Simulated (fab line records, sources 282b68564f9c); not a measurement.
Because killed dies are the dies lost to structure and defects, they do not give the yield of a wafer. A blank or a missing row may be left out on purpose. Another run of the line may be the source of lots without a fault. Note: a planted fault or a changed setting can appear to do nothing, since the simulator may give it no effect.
One fault seen from 2 desks | flow ritCmos | every desk sees just its own numbers, and what lay behind them comes last

## THE TOOL OWNER'S DESK: implanter-01
The tool's own readings at RIT_PLDD_IMPLANT_08: means of the sampled wafers that have a number, for each lot that ran on this tool. Any lot whose mean is over 4 standard deviations away from the usual mean is out of limits and marked OUT; that distance is given in the brackets.
Columns: A = beamOnS at RIT_PLDD_IMPLANT_08, usual 10.00 s; B = doseIonsCm2 at RIT_PLDD_IMPLANT_08, usual 9.002e+14; C = endStationPressureTorr at RIT_PLDD_IMPLANT_08, usual 7.3e-06 Torr; D = faradayCurrentUA at RIT_PLDD_IMPLANT_08, usual 2821
lot  | first seen here | A     | B                           | C                  | D
L480 | day 3 14:17     | 9.91  | 9.003e+14                   | 7.1e-06            | 2848
L486 | day 4 18:46     | 10.02 | 1.799e+14 (-99 or more) OUT | 5.4e-06 (-5.4) OUT | 566 (-38) OUT
L487 | day 5 00:39     | 10.10 | 1.795e+14 (-99 or more) OUT | 5.4e-06 (-5.5) OUT | 562 (-38) OUT
This desk finds L486, L487 out of limits, L486 being first, at day 4 18:46 (doseIonsCm2 at RIT_PLDD_IMPLANT_08). L480: within limits.

## METROLOGY DESK
What the gauges read, lot by lot, whatever tool the lot ran on: means of the sampled wafers that have a number. Any lot whose mean is over 4 standard deviations away from the usual mean is out of limits and marked OUT; that distance is given in the brackets.
Columns: A = PLDD_TW at RIT_PLDD_TW_MEAS_10, usual 2338; B = PLDD_RS at RIT_SDANNEAL_RS_MEAS_06, usual 178.8 ohm/sq
lot  | first seen here | A              | B
L478 | day 3 06:13     | 2337           | 179.0
L479 | day 3 10:17     | 2359           | 178.9
L480 | day 3 14:36     | 2300           | 179.1
L482 | day 4 03:13     | 2361           | 178.4
L485 | day 4 18:40     | 2337           | 179.3
L486 | day 4 19:04     | 1467 (-40) OUT | 611.0 (+99 or more) OUT
L487 | day 5 00:56     | 1478 (-39) OUT | 608.9 (+99 or more) OUT
L491 | day 5 17:56     | 2353           | 178.3
L493 | day 6 06:40     | 2357           | 178.9
L494 | day 6 09:01     | 2307           | 179.2
L496 | day 6 22:55     | 2330           | 178.9
L498 | day 7 20:49     | 2310           | 178.2
L500 | day 7 21:05     | 2356           | 178.2
L501 | day 8 05:48     | 2328           | 179.3
This desk finds L486, L487 out of limits, with the earliest case on L486 at day 4 19:04 (PLDD_TW at RIT_PLDD_TW_MEAS_10). L478, L479, L480, L482, L485, L491, L493, L494, L496, L498, L500, L501: within limits.

## BROUGHT TOGETHER
At day 4 18:46, on L486, L487, the tool owner's desk was in a position to raise an alarm.
At day 4 19:04 the metrology desk could have sounded an alarm, on L486, L487.
All the named lots went through RIT_PLDD_IMPLANT_08 on implanter-01.

## WHAT THE SIMULATOR PUT IN
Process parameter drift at RIT_PLDD_IMPLANT_08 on implanter-01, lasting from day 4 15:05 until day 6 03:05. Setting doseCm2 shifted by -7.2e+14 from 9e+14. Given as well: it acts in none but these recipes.
Lots struck among those shown: L486, L487.
Hours from the fault's start to each desk's first reading out of limits: the tool owner's desk, 4; the metrology desk, 4.
